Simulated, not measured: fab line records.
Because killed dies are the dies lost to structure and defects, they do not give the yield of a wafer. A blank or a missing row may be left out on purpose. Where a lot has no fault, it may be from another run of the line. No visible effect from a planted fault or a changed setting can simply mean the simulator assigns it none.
Split-lot study | flow berkeley cmos170 | on a route of 331 steps: 5 lots, 23 wafers read

THE SPLIT
At UCB170_NLDD_COAT_01 (resist thk 900 nm), the setting resist thk nm was moved away from the recipe's 900 nm on 7 of the 23 wafers read, by -3.3% to +3.7%. All remaining wafers had this setting at the recipe value.

The reading is taken at the split's own step.

THE READING
KrF_of_NLDD_COAT_01.thk nm (the simulator's own value, which no gauge read), in nm, at UCB170_NLDD_COAT_01 (resist thk 900 nm). No usual value for it is given in the file. Average 898.8 nm, standard deviation 1.7 nm, over the 16 wafers here run with the recipe.

wafer  | tool, chamber at the split | resist thk nm as run, nm | against the recipe | KrF_of_NLDD_COAT_01.thk nm, nm | against lot-mates on the recipe
L074.1 | litho track-04, 0          | 900                      | recipe             | 898.1                          | -
L074.2 | litho track-04, 0          | 873.4                    | -3.0%              | 872.6                          | -25.8
L074.3 | litho track-04, 0          | 873.4                    | -3.0%              | 871.5                          | -26.9
L074.4 | litho track-04, 0          | 900                      | recipe             | 897.8                          | -
L074.5 | litho track-04, 0          | 900                      | recipe             | 899.3                          | -
L076.1 | litho track-01, 0          | 870.7                    | -3.3%              | 872.8                          | -29.8
L076.2 | litho track-01, 0          | 870.7                    | -3.3%              | 876.4                          | -26.1
L076.4 | litho track-01, 0          | 870.7                    | -3.3%              | 870.2                          | -32.3
L076.5 | litho track-01, 0          | 900                      | recipe             | 902                            | -
L076.6 | litho track-01, 0          | 900                      | recipe             | 903.1                          | -
L077.2 | litho track-02, 0          | 900                      | recipe             | 898.3                          | -
L077.3 | litho track-02, 0          | 900                      | recipe             | 898.8                          | -
L077.4 | litho track-02, 0          | 900                      | recipe             | 896.9                          | -
L077.5 | litho track-02, 0          | 900                      | recipe             | 898                            | -
L077.6 | litho track-02, 0          | 900                      | recipe             | 899.6                          | -
L078.1 | litho track-04, 0          | 900                      | recipe             | 897.9                          | -
L078.3 | litho track-04, 0          | 900                      | recipe             | 898                            | -
L078.4 | litho track-04, 0          | 900                      | recipe             | 896.9                          | -
L078.5 | litho track-04, 0          | 933.1                    | +3.7%              | 930.9                          | +33.3
L078.6 | litho track-04, 0          | 933.1                    | +3.7%              | 933.3                          | +35.7
L084.1 | litho track-01, 0          | 900                      | recipe             | 898.4                          | -
L084.4 | litho track-01, 0          | 900                      | recipe             | 900.7                          | -
L084.5 | litho track-01, 0          | 900                      | recipe             | 896.8                          | -

THE FIT
A straight line over all 23 wafers: KrF_of_NLDD_COAT_01.thk nm changes by +8.6 nm for each +1% of resist thk nm; r = +0.99; the points scatter about the line by 2.1 nm.
The same after taking each lot's own level away (the mean of its wafers on the recipe; 23 wafers): +9.15 nm for each +1%; r = +1.00; scatter 1.4 nm.
According to that fit, moving resist thk nm by its largest amount changes the reading by 34 nm.
Measured against the standard deviation above, the lots' own levels, which go from 897.60 to 902.55 nm, span 2.8 times it.
Consequently the slope shifts little with the lot-to-lot level, the two slopes agreeing.
Check: for one of the wafers moved furthest among these (+3.7%), held out of the fit, the line's prediction against its lot-mates is +34 nm. Against them it came out at +33.3 nm.

THESE WAFERS: OTHER SPLITS
Before the reading, these wafers also passed through other splits. Each is held against what the fit with the lots' levels taken away leaves over:
other split on the same wafers     | wafers away from the commonest value | r with KrF_of_NLDD_COAT_01.thk nm (lot level and that fit taken away)
UCB170_GATE_ETCH_14 pressure mtorr | 18                                   | +0.00

THE WHOLE CHAIN: every reading that the file lists as answering this split, in the file's order
step                 | what it does      | reading                                                                     | change (the file's fit)              | r (the file's)
UCB170_NLDD_COAT_01  | resist thk 900 nm | KrF_of_NLDD_COAT_01.thk nm (the simulator's own value, which no gauge read) | +9.15 nm for each +1% of the setting | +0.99
UCB170_NLDD_STRIP_10 | strips in O2      | strip time to endpoint s                                                    | withheld for each +1% of the setting | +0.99

THE FILE'S OWN FIT
KrF_of_NLDD_COAT_01.thk nm changes by +9.15 nm for each +1% of resist thk nm, r = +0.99.
